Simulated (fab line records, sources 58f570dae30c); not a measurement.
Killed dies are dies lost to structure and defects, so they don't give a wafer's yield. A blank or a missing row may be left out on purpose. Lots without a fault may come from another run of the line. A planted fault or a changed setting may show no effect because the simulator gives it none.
Which tool did it? | flow berkeley_cmos170 | 15 lots, 45 wafers sampled, at 5 steps of a route of 331

WHAT THE GAUGES READ, wafer by wafer
UCB170_PVT_OVL_MEAS_06.
lot  | measured     | on         | PVT_OVL (nm)
L881 | day 7 11:04  | overlay-02 | 5 4 6
L884 | day 7 10:47  | overlay-01 | 15 -2 -2
L882 | day 7 11:00  | overlay-01 | -9 -6 4
L883 | day 7 11:22  | overlay-02 | -14 -1 -9
L885 | day 8 00:04  | overlay-01 | 3 -5 7
L887 | day 8 09:12  | overlay-02 | -5 7 -2
L889 | day 8 20:57  | overlay-01 | 0 3 -5
L891 | day 9 07:55  | overlay-02 | - - -
L890 | day 9 08:11  | overlay-01 | - - -
L894 | day 9 19:37  | overlay-02 | - - -
L895 | day 10 04:58 | overlay-01 | 5 6 7
L899 | day 10 22:33 | overlay-01 | 3 -9 2
L900 | day 10 22:22 | overlay-01 | -6 -5 -1
L902 | day 11 06:16 | overlay-02 | 1 5 -1
L901 | day 11 05:59 | overlay-01 | -5 -10 1

UCB170_NLDD_CD_MEAS_06: target cd 1200 nm.
lot  | measured     | on        | cd_nm (nm)
L881 | day 8 06:11  | cd_sem-01 | 1202.2 1202.0 1201.9
L884 | day 8 04:55  | cd_sem-01 | 1201.7 1201.3 1201.1
L882 | day 8 06:21  | cd_sem-02 | 1199.1 1200.6 1199.2
L883 | day 8 06:09  | cd_sem-02 | 1198.3 1199.6 1199.9
L885 | day 9 00:28  | cd_sem-01 | 1201.3 1199.8 1200.3
L887 | day 9 05:52  | cd_sem-02 | 1199.7 1199.9 1198.9
L889 | day 9 15:23  | cd_sem-02 | 1199.5 1198.7 1199.9
L891 | day 10 02:32 | cd_sem-02 | 1199.4 1199.4 1198.4
L890 | day 10 02:22 | cd_sem-01 | 1198.6 1198.4 1197.8
L894 | day 10 14:23 | cd_sem-02 | 1202.0 1201.2 1201.9
L895 | day 11 02:19 | cd_sem-02 | 1202.1 1201.7 1201.7
L899 | day 11 21:30 | cd_sem-02 | 1200.5 1200.6 1200.8
L900 | day 11 20:13 | cd_sem-01 | 1198.3 1199.3 1197.5
L902 | day 11 23:52 | cd_sem-02 | 1200.6 1201.2 1201.2
L901 | day 11 23:16 | cd_sem-02 | 1201.6 1201.4 1202.4

UCB170_V1_CD_MEAS_90: target cd 700 nm.
lot  | measured     | on        | cd_nm (nm)
L881 | day 9 15:05  | cd_sem-02 | 698.8 698.7 697.4
L884 | day 9 08:44  | cd_sem-02 | 700.0 699.8 700.0
L882 | day 9 13:10  | cd_sem-02 | 700.3 701.1 702.2
L883 | day 9 15:01  | cd_sem-01 | 700.5 698.1 702.4
L885 | day 10 05:04 | cd_sem-02 | 702.3 701.4 702.9
L887 | day 10 09:46 | cd_sem-02 | 698.2 701.5 698.7
L889 | day 10 17:35 | cd_sem-01 | 698.9 700.4 699.9
L891 | day 11 04:59 | cd_sem-01 | 702.8 702.6 700.5
L890 | day 11 05:14 | cd_sem-02 | 702.9 701.5 701.8
L894 | day 11 20:55 | cd_sem-02 | 699.9 702.0 699.9
L895 | day 12 09:35 | cd_sem-01 | 701.4 701.0 698.7
L899 | day 13 04:28 | cd_sem-01 | 700.0 697.7 699.4
L900 | day 13 03:19 | cd_sem-02 | 700.8 699.7 698.4
L902 | day 13 04:50 | cd_sem-01 | 700.8 699.6 700.6
L901 | day 13 03:28 | cd_sem-01 | 700.2 697.3 700.6

WHICH TOOL RAN EACH LOT (tool, then ch and the chambers of the sampled wafers, then the start)
lot  | UCB170_NWELL_STRIP_15               | UCB170_PVT_COAT_01
L881 | plasma_asher-01 ch 0,1, day 3 04:13 | litho_track-04 ch 0, day 7 09:43
L884 | plasma_asher-03 ch 1, day 3 09:45   | litho_track-03 ch 0, day 7 08:56
L882 | plasma_asher-01 ch 0,1, day 3 10:01 | litho_track-03 ch 0, day 7 09:23
L883 | plasma_asher-04 ch 0,1, day 3 10:25 | litho_track-03 ch 0, day 7 09:55
L885 | plasma_asher-01 ch 0,1, day 3 22:08 | litho_track-04 ch 0, day 7 22:58
L887 | plasma_asher-03 ch 0,1, day 4 03:17 | litho_track-01 ch 0, day 8 08:04
L889 | plasma_asher-03 ch 0,1, day 4 21:18 | litho_track-04 ch 0, day 8 19:46
L891 | plasma_asher-03 ch 0,1, day 5 07:13 | litho_track-04, day 9 06:14
L890 | plasma_asher-04 ch 0,1, day 5 07:43 | litho_track-04, day 9 06:41
L894 | plasma_asher-01 ch 0,1, day 5 21:19 | litho_track-03, day 9 18:41
L895 | plasma_asher-03 ch 0,1, day 6 06:22 | litho_track-04 ch 0, day 10 04:11
L899 | plasma_asher-03 ch 0,1, day 6 15:13 | litho_track-03 ch 0, day 10 21:23
L900 | plasma_asher-01 ch 0,1, day 6 23:43 | litho_track-01 ch 0, day 10 21:04
L902 | plasma_asher-03 ch 0,1, day 7 09:52 | litho_track-04 ch 0, day 11 05:23
L901 | plasma_asher-01 ch 0, day 7 10:14   | litho_track-03 ch 0, day 11 05:10
- UCB170_NWELL_STRIP_15: strips in O2.
- UCB170_PVT_COAT_01: resist thk 900 nm.

WHAT THE TOOLS THEMSELVES READ (means of the sampled wafers that have a number; where no wafer has one, the mark that the record gives instead)
UCB170_NWELL_STRIP_15.
lot  | tool            | drypump_motor_current_A (A) | oes_product_au (a.u.) | strip_time_to_endpoint_s (s)
L881 | plasma_asher-01 | 6.15                        | 0.718                 | 17.95
L884 | plasma_asher-03 | 5.59                        | 0.716                 | 18.05
L882 | plasma_asher-01 | 5.92                        | 0.723                 | 18.15
L883 | plasma_asher-04 | 6.13                        | 0.722                 | 18.01
L885 | plasma_asher-01 | 6.15                        | 0.722                 | 18.12
L887 | plasma_asher-03 | 5.97                        | 0.721                 | 18.11
L889 | plasma_asher-03 | 5.96                        | 0.721                 | 18.08
L891 | plasma_asher-03 | 5.79                        | 0.718                 | 18.02
L890 | plasma_asher-04 | 6.13                        | 0.724                 | 18.10
L894 | plasma_asher-01 | 5.93                        | 0.722                 | 17.96
L895 | plasma_asher-03 | 5.94                        | 0.720                 | 18.06
L899 | plasma_asher-03 | 5.97                        | 0.720                 | 17.97
L900 | plasma_asher-01 | 6.12                        | 0.721                 | 17.93
L902 | plasma_asher-03 | 5.98                        | 0.724                 | 18.05
L901 | plasma_asher-01 | 6.35                        | 0.722                 | 17.94

UCB170_PVT_COAT_01.
lot  | tool           | chill_plate_temp_C (C) | dispense_pressure_kPa (kPa)
L881 | litho_track-04 | 23.22                  | 49.1
L884 | litho_track-03 | 22.97                  | 52.2
L882 | litho_track-03 | 23.00                  | 52.3
L883 | litho_track-03 | 22.90                  | 52.2
L885 | litho_track-04 | 23.00                  | 49.1
L887 | litho_track-01 | 23.15                  | 56.5
L889 | litho_track-04 | 22.92                  | 49.1
L891 | litho_track-04 | -                      | -
L890 | litho_track-04 | -                      | -
L894 | litho_track-03 | -                      | -
L895 | litho_track-04 | 23.13                  | 49.1
L899 | litho_track-03 | 22.89                  | 52.3
L900 | litho_track-01 | 22.96                  | 56.5
L902 | litho_track-04 | 22.94                  | 49.1
L901 | litho_track-03 | 22.93                  | 52.3

THE ANSWER, worked out from the rows above alone
Rule: what is usual is taken from the lots themselves. Put in order of their means at a reading, lots are off if they are a third of the lots or fewer, leave a main group of 4 or more, and stand apart from it by a gap of 3 or more times the standard deviation of the main group's means; of several such gaps the widest counts. A main group whose means are all the same, to the digits that the tables above print for the reading, isn't used. A lot without any number at a reading at which 4 lots or more have one is off too. The other lots that the step has rows for count as sound. The gauges are gone through in route order, then the tools' own readings, and for those a lot's mean is taken as printed above. The first step at which some lot is off is used, and at that step the reading that is off furthest; a lot without a number counts as furthest.
Off: L891, L890, L894, at UCB170_PVT_OVL_MEAS_06 (PVT_OVL). Without a number there: L891, L890, L894. The main group: mean -0 nm, standard deviation 4.
A tool fits if, at a process step before that reading, it ran every lot that is off, and no sound lot after the first of them. The gauges at UCB170_PVT_OVL_MEAS_06 aren't tried: what is off there is off at UCB170_PVT_COAT_01 too, on other tools, and a gauge's error can't cause that. None of those tried fits.

WHAT THE SIMULATOR HAD PUT IN
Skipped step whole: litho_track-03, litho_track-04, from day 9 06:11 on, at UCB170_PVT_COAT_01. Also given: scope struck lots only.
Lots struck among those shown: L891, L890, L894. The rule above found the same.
